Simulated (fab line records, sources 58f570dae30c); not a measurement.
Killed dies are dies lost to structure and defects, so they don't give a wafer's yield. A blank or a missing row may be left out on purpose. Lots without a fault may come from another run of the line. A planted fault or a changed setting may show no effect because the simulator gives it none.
Which tool did it? | flow berkeley_cmos170 | 14 lots, 42 wafers sampled, at 2 steps of a route of 331

WHAT THE GAUGES READ, wafer by wafer
The record holds no reading of a measuring or inspecting step that can be judged against a usual standard deviation.

WHICH TOOL RAN EACH LOT (tool, then ch and the chambers of the sampled wafers, then the start)
lot  | UCB170_M1_METAL_ETCH_12           | UCB170_M1_STRIP_13
L852 | rie_metal-02 ch 0,1, day 8 11:33  | plasma_asher-01 ch 0,1, day 8 11:41
L854 | rie_metal-03 ch 0,1, day 8 11:47  | plasma_asher-02 ch 0,1, day 8 11:56
L855 | rie_metal-04 ch 0,1, day 8 12:05  | plasma_asher-01 ch 0,1, day 8 12:12
L853 | rie_metal-02 ch 0,1, day 8 12:17  | plasma_asher-02 ch 0,1, day 8 12:25
L857 | rie_metal-04 ch 0,1, day 9 04:55  | plasma_asher-01 ch 0,1, day 9 05:03
L856 | rie_metal-02 ch 0,1, day 9 05:51  | plasma_asher-02 ch 0,1, day 9 05:59
L863 | rie_metal-02 ch 0,1, day 10 09:02 | plasma_asher-02 ch 0,1, day 10 09:11
L865 | rie_metal-02 ch 0,1, day 11 14:14 | plasma_asher-01 ch 0,1, day 11 14:23
L869 | rie_metal-03 ch 0,1, day 11 21:56 | plasma_asher-02 ch 0,1, day 11 22:04
L870 | rie_metal-03 ch 0,1, day 12 06:37 | plasma_asher-01 ch 0,1, day 12 06:44
L873 | rie_metal-04 ch 0,1, day 13 02:11 | plasma_asher-04 ch 0,1, day 13 02:19
L874 | rie_metal-03 ch 0,1, day 13 02:36 | plasma_asher-01 ch 0,1, day 13 02:44
L871 | rie_metal-04 ch 0,1, day 13 03:09 | plasma_asher-02 ch 0,1, day 13 03:17
L875 | rie_metal-03 ch 0,1, day 13 11:02 | plasma_asher-01 ch 0,1, day 13 11:10
- UCB170_M1_METAL_ETCH_12: etches Al in Cl2/BCl3, stops on PSG, target depth 780 nm, time 130 s.
- UCB170_M1_STRIP_13: strips in O2.

WHAT THE TOOLS THEMSELVES READ (means of the sampled wafers that have a number; where no wafer has one, the mark that the record gives instead)
UCB170_M1_METAL_ETCH_12.
lot  | tool         | bias_w (W) | drypump_motor_current_A (A) | oes_product_au (a.u.) | throttle_valve_pct (%)
L852 | rie_metal-02 | 120.4      | 5.2                         | 0.865                 | 24.29
L854 | rie_metal-03 | 119.9      | 5.6                         | 0.856                 | 24.16
L855 | rie_metal-04 | 120.3      | 5.8                         | 0.849                 | 24.20
L853 | rie_metal-02 | 119.8      | 5.2                         | 0.861                 | 24.29
L857 | rie_metal-04 | 120.3      | 5.7                         | 0.857                 | 24.17
L856 | rie_metal-02 | 119.9      | 5.3                         | 0.861                 | 24.34
L863 | rie_metal-02 | 119.9      | 5.1                         | 0.814                 | 24.31
L865 | rie_metal-02 | 120.2      | 5.1                         | 0.806                 | 24.32
L869 | rie_metal-03 | 120.1      | 5.6                         | 0.838                 | 24.15
L870 | rie_metal-03 | 119.9      | 5.9                         | 0.834                 | 24.32
L873 | rie_metal-04 | 120.3      | 5.8                         | 0.845                 | 24.21
L874 | rie_metal-03 | 119.9      | 5.9                         | 0.833                 | 24.32
L871 | rie_metal-04 | 120.1      | 5.8                         | 0.847                 | 24.19
L875 | rie_metal-03 | 119.7      | 5.7                         | 0.838                 | 24.13

UCB170_M1_STRIP_13.
lot  | tool            | drypump_motor_current_A (A) | oes_product_au (a.u.)
L852 | plasma_asher-01 | 5.7                         | 0.720
L854 | plasma_asher-02 | 6.1                         | 0.723
L855 | plasma_asher-01 | 5.6                         | 0.723
L853 | plasma_asher-02 | 5.7                         | 0.721
L857 | plasma_asher-01 | 5.6                         | 0.721
L856 | plasma_asher-02 | 6.1                         | 0.718
L863 | plasma_asher-02 | 6.1                         | 0.705
L865 | plasma_asher-01 | 5.6                         | 0.698
L869 | plasma_asher-02 | 6.1                         | 0.723
L870 | plasma_asher-01 | 5.6                         | 0.718
L873 | plasma_asher-04 | 5.5                         | 0.722
L874 | plasma_asher-01 | 5.7                         | 0.725
L871 | plasma_asher-02 | 6.2                         | 0.719
L875 | plasma_asher-01 | 5.7                         | 0.716

THE ANSWER, worked out from the rows above alone
Rule: what is usual is taken from the lots themselves. Put in order of their means at a reading, lots are off if they are a third of the lots or fewer, leave a main group of 4 or more, and stand apart from it by a gap of 3 or more times the standard deviation of the main group's means; of several such gaps the widest counts. A main group whose means are all the same, to the digits that the tables above print for the reading, isn't used. A lot without any number at a reading at which 4 lots or more have one is off too. The other lots that the step has rows for count as sound. The gauges are gone through in route order, then the tools' own readings, and for those a lot's mean is taken as printed above. The first step at which some lot is off is used, and at that step the reading that is off furthest; a lot without a number counts as furthest.
Off: L863, L865, at UCB170_M1_STRIP_13 (oes_product_au). The main group: mean 0.721 a.u., standard deviation 0.0025.
A tool fits if, at that step or a process step before it, it ran every lot that is off, and no sound lot after the first of them. One fits: rie_metal-02 at UCB170_M1_METAL_ETCH_12. Its last sound lot is L856 (day 9 05:51), its first lot that is off L863 (day 10 09:02): a fault that began between those two fits.

WHAT THE SIMULATOR HAD PUT IN
Process parameter drift: rie_metal-02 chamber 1, from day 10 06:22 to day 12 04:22, at UCB170_M1_METAL_ETCH_12. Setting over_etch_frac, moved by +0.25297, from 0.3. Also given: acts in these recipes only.
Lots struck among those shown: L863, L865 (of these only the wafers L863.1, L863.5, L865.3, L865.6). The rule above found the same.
